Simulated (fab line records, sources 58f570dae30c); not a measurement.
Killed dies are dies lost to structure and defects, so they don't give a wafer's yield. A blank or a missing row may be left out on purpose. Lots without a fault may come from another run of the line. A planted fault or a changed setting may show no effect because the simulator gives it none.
fab line records | flow berkeley_cmos170
record lots=14 wafers=42 last_day=12
route steps=331 shown NWELL@16 ACTIVE@63 NVT@111
lots that met no fault: from a run of the same line without faults
start_h: hours from the record's first day to the start of the lot's first wafer shown | wait_h: hours since the lot's step before | " the same as in the row above | L1.1+2: a row that stands for several wafers | - no value, or no start given | * or withheld: withheld | < > ~ a bound
route shown NAME@n: a module of which the file shows steps, and the number in the route of the first | usual: mean/standard deviation of fault-free wafers | same: alike in all rows | chamber/n: place in a boat | sites: the reading at each site | _std_site: their standard deviation | _edge_site: outer sites' mean less inner sites' | radius_mm: how far each site lies from the wafer's centre | mask NAME#n: copy n | behind: the tool/chamber that last shaped the wafer | hold: why the lot was held/for how many hours/how that ended | device: the transistor (n, p or np) that didn't switch | end of line: the same wafers' tests at the end of the route | a step without rows: its recipe alone | killed: dies lost to structure and defects at the first sort, not the wafer's yield | map: a wafer's dies, x killed, . not, _ none there
set.NAME: the setting as run; set.NAME@STEP: as run at that earlier step | model.NAME: the simulator's own value behind a step, which no gauge read
steps of the route over a sample of lots; a table a step, a row a wafer
services: from which hour (start_h, from the record's first day; less than 0 if before it) a tool's chamber was out of use, for how many hours, and why
## steps
# step UCB170_NWELL_THK_MEAS_02
# recipe reads=SiO2_of_NWELL_OXIDATION_01
# usual NWELL_OXIDE_THK=26.4/0.4
# columns lot.wafer tool chamber start_h wait_h NWELL_OXIDE_THK[nm]
L455.1 film_metro-01 - 21.59 0.0 26.3
L455.2 " - " " 26.7
L455.3 " - " " 26.4
L460.1 film_metro-02 - 44.87 0.0 25.7
L460.4 " - " " 25.5
L460.5 " - " " 26.1
L461.4 film_metro-01 - 47.72 0.0 25.8
L461.5 " - " " 26.3
L461.6 " - " " 26.1
L463.1 film_metro-01 - 62.72 0.0 26.4
L463.2 " - " " 26.7
L463.3 " - " " 26.6
L464.4 film_metro-01 - 65.45 0.0 25.8
L464.5 " - " " 25.7
L464.6 " - " " 25.8
L465.1 film_metro-04 - 71.72 0.0 26.4
L465.4 " - " " 25.9
L465.5 " - " " 26.1
L468.2 film_metro-01 - 84.90 0.0 26.0
L468.4 " - " " 25.8
L468.6 " - " " 25.6
L470.1 film_metro-01 - 99.56 0.0 26.3
L470.2 " - " " 26.4
L470.5 " - " " 26.7
L473.1 film_metro-02 - 109.87 0.0 25.7
L473.3 " - " " 26.4
L473.6 " - " " 25.8
L474.1 film_metro-02 - 115.58 0.0 26.4
L474.4 " - " " 26.2
L474.6 " - " " 26.6
L475.3 film_metro-02 - 122.71 0.0 26.6
L475.5 " - " " 26.5
L475.6 " - " " 26.6
L476.1 film_metro-02 - 128.90 0.0 26.7
L476.4 " - " " 26.9
L476.6 " - " " 26.7
L477.2 film_metro-02 - 133.01 0.0 26.8
L477.3 " - " " 26.7
L477.4 " - " " 26.6
L478.4 film_metro-02 - 141.00 0.0 26.9
L478.5 " - " " 26.2
L478.6 " - " " 26.8
# step UCB170_NWELL_THK_MEAS_05
# recipe reads=Si3N4_of_NWELL_CVD_04
# usual NWELL_NITRIDE_THK=224.3/2
# columns lot.wafer tool chamber start_h wait_h NWELL_NITRIDE_THK[nm]
L455.1 film_metro-01 - 29.77 0.0 228.4
L455.2 " - " " 229.3
L455.3 " - " " 228.9
L460.1 film_metro-04 - 53.78 0.0 225.1
L460.4 " - " " 226.1
L460.5 " - " " 224.6
L461.4 film_metro-02 - 56.43 0.0 227.1
L461.5 " - " " 227.0
L461.6 " - " " 224.5
L463.1 film_metro-01 - 68.20 0.0 227.8
L463.2 " - " " 225.5
L463.3 " - " " 227.0
L464.4 film_metro-02 - 70.82 0.0 225.6
L464.5 " - " " 225.7
L464.6 " - " " 225.1
L465.1 film_metro-01 - 76.95 0.0 227.1
L465.4 " - " " 224.7
L465.5 " - " " 223.5
L468.2 film_metro-01 - 90.30 0.0 222.8
L468.4 " - " " 223.4
L468.6 " - " " 225.1
L470.1 film_metro-04 - 107.01 0.0 224.1
L470.2 " - " " 222.4
L470.5 " - " " 223.2
L473.1 film_metro-01 - 115.88 0.0 226.3
L473.3 " - " " 227.7
L473.6 " - " " 226.9
L474.1 film_metro-04 - 121.65 0.0 221.3
L474.4 " - " " 223.8
L474.6 " - " " 221.5
L475.3 film_metro-01 - 128.26 0.0 222.2
L475.5 " - " " 221.2
L475.6 " - " " 222.9
L476.1 film_metro-01 - 133.59 0.0 225.6
L476.4 " - " " 224.8
L476.6 " - " " 224.5
L477.2 film_metro-01 - 142.12 0.0 221.3
L477.3 " - " " 221.9
L477.4 " - " " 222.7
L478.4 film_metro-01 - 148.94 0.0 223.7
L478.5 " - " " 223.6
L478.6 " - " " 225.2
# step UCB170_ACTIVE_THK_MEAS_03
# recipe reads=SiO2_of_ACTIVE_OXIDATION_02
# usual ACTIVE_OXIDE_THK=26.0/0.51
# columns lot.wafer tool chamber start_h wait_h ACTIVE_OXIDE_THK[nm]
L455.1 film_metro-03 - 70.37 0.0 25.9
L455.2 " - " " 25.8
L455.3 " - " " 26.1
L461.4 film_metro-02 - 91.41 0.0 26.6
L461.5 " - " " 26.4
L461.6 " - " " 26.7
L460.1 film_metro-03 - 99.65 0.0 25.8
L460.4 " - " " 26.3
L460.5 " - " " 26.2
L463.1 film_metro-01 - 110.99 0.0 26.1
L463.2 " - " " 26.1
L463.3 " - " " 25.6
L464.4 film_metro-02 - 111.01 0.0 26.2
L464.5 " - " " 26.6
L464.6 " - " " 26.4
L465.1 film_metro-02 - 115.18 0.0 26.0
L465.4 " - " " 26.2
L465.5 " - " " 26.1
L468.2 film_metro-03 - 132.47 0.0 26.3
L468.4 " - " " 26.3
L468.6 " - " " 25.8
L470.1 film_metro-02 - 145.31 0.0 25.9
L470.2 " - " " 26.0
L470.5 " - " " 25.8
L473.1 film_metro-01 - 151.91 0.0 26.3
L473.3 " - " " 27.2
L473.6 " - " " 26.3
L474.1 film_metro-02 - 167.70 0.0 25.5
L474.4 " - " " 25.5
L474.6 " - " " 25.5
L475.3 film_metro-03 - 167.72 0.0 25.5
L475.5 " - " " 25.5
L475.6 " - " " 25.3
L476.1 film_metro-03 - 177.24 0.0 25.1
L476.4 " - " " 25.1
L476.6 " - " " 25.2
L477.2 film_metro-03 - 182.68 0.0 25.6
L477.3 " - " " 26.0
L477.4 " - " " 25.4
L478.4 film_metro-03 - 188.00 0.0 26.0
L478.5 " - " " 26.0
L478.6 " - " " 26.3
# step UCB170_NVT_IMPLANT_07
# recipe species=BF2 dose_cm2=3e+12 energy_kev=50 tilt_deg=7
# usual dose_ions_cm2=3e+12/3.5e+09 faraday_current_uA=9.51/0.2
# columns lot.wafer tool chamber start_h wait_h dose_ions_cm2 faraday_current_uA
L455.1 implanter-04 0 104.46 0.0 2.999e+12 9.73
L455.2 " 0 " " 2.996e+12 9.56
L455.3 " 0 " " 3.002e+12 9.46
L461.4 implanter-04 0 124.83 0.1 4.263e+12 13.73
L461.5 " 0 " " 4.255e+12 13.01
L461.6 " 0 " " 4.264e+12 12.97
L460.1 implanter-04 0 137.79 0.0 4.25e+12 13.22
L460.4 " 0 " " 4.255e+12 13.48
L460.5 " 0 " " 4.255e+12 13.92
L463.1 implanter-02 0 147.44 0.0 2.999e+12 9.55
L463.2 " 0 " " 3e+12 9.32
L463.3 " 0 " " 3.001e+12 9.34
L464.4 implanter-02 0 147.76 0.1 3.001e+12 9.81
L464.5 " 0 " " 3.002e+12 9.42
L464.6 " 0 " " 3.001e+12 9.65
L465.1 implanter-02 0 163.58 0.0 2.998e+12 9.49
L465.4 " 0 " " 2.992e+12 9.23
L465.5 " 0 " " 2.997e+12 9.48
L468.2 implanter-02 0 175.61 0.0 2.999e+12 9.59
L468.4 " 0 " " 3.002e+12 9.38
L468.6 " 0 " " 3e+12 9.72
L470.1 implanter-02 0 184.49 0.0 2.998e+12 9.68
L470.2 " 0 " " 3.001e+12 9.55
L470.5 " 0 " " 2.999e+12 9.34
L473.1 implanter-02 0 192.93 0.0 2.999e+12 9.49
L473.3 " 0 " " 2.996e+12 9.45
L473.6 " 0 " " 2.998e+12 9.59
L474.1 implanter-04 0 208.28 0.0 2.999e+12 9.69
L474.4 " 0 " " 2.998e+12 9.45
L474.6 " 0 " " 2.994e+12 9.43
L475.3 implanter-02 0 208.61 0.1 3.003e+12 9.43
L475.5 " 0 " " 3.001e+12 9.78
L475.6 " 0 " " 3.002e+12 9.51
L476.1 implanter-02 0 216.83 0.0 3.003e+12 9.34
L476.4 " 0 " " 2.998e+12 9.41
L476.6 " 0 " " 3.001e+12 9.57
L477.2 implanter-03 0 217.13 0.0 3.008e+12 9.64
L477.3 " 0 " " 3.009e+12 9.62
L477.4 " 0 " " 3.006e+12 9.12
L478.4 implanter-03 0 223.82 0.1 3.002e+12 9.63
L478.5 " 0 " " 3.003e+12 9.18
L478.6 " 0 " " 3.005e+12 9.64
# step UCB170_NVT_TW_MEAS_09
# usual NVT_TW=524/4.5
# columns lot.wafer tool chamber start_h wait_h NVT_TW
L455.1 film_metro-04 - 104.71 0.1 521
L455.2 " - " " 519
L455.3 " - " " 519
L461.4 film_metro-04 - 125.03 0.1 585
L461.5 " - " " 584
L461.6 " - " " 584
L460.1 film_metro-02 - 138.04 0.1 591
L460.4 " - " " 591
L460.5 " - " " 588
L463.1 film_metro-04 - 147.69 0.1 515
L463.2 " - " " 517
L463.3 " - " " 517
L464.4 film_metro-02 - 147.96 0.1 529
L464.5 " - " " 529
L464.6 " - " " 527
L465.1 film_metro-01 - 163.83 0.1 524
L465.4 " - " " 525
L465.5 " - " " 525
L468.2 film_metro-04 - 175.85 0.1 521
L468.4 " - " " 519
L468.6 " - " " 520
L470.1 film_metro-04 - 184.74 0.1 521
L470.2 " - " " 522
L470.5 " - " " 522
L473.1 film_metro-01 - 193.18 0.1 523
L473.3 " - " " 524
L473.6 " - " " 527
L474.1 film_metro-01 - 208.53 0.1 525
L474.4 " - " " 523
L474.6 " - " " 524
L475.3 film_metro-04 - 208.83 0.1 520
L475.5 " - " " 521
L475.6 " - " " 521
L476.1 film_metro-02 - 217.14 0.1 536
L476.4 " - " " 533
L476.6 " - " " 535
L477.2 film_metro-04 - 217.37 0.1 525
L477.3 " - " " 521
L477.4 " - " " 521
L478.4 film_metro-01 - 224.02 0.1 530
L478.5 " - " " 531
L478.6 " - " " 529
## services
# columns tool chamber start_h hours kind
implanter-04 - 94.65 4.6 repair
implanter-03 - 107.69 96.0 repair
implanter-04 - 145.58 2.4 pm
implanter-03 - 203.65 6.4 pm
## key
first_sign step=UCB170_NVT_IMPLANT_07 reading=dose_ions_cm2 direction=up sigmas=99+ usual=3e+12 struck=4.257e+12
effect step=UCB170_NVT_IMPLANT_07 reading=faraday_current_uA direction=up sigmas=20 usual=9.51 struck=13.39
effect step=UCB170_NVT_TW_MEAS_09 reading=NVT_TW direction=up sigmas=14 usual=524 struck=587
met_at UCB170_NVT_IMPLANT_07
struck_lots L460,L461
rows_end L460.1
tester_left_out L460,L461
not_acting_at UCB170_NWELL_THK_MEAS_02,UCB170_NWELL_THK_MEAS_05,UCB170_ACTIVE_THK_MEAS_03
onset_between 104.46 124.83
fault kind=process_parameter_drift tool=implanter-04 chamber=- onset_h=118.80 steps=UCB170_NVT_IMPLANT_07 channel=dose_cm2 offset=1.26e+12 shape=step end_h=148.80 acts_in=these_recipes_only stated=3e+12
# tester_left_out: of these lots the tester's yield and bins aren't shown, on N5 and GAA mostly nor the transistor test; their killed dies are dies lost to structure and defects alone, not to doping, threshold or leakage, so they don't give the yield
# rows_end: these wafers met a further fault down the route, and their rows from its step on are left out
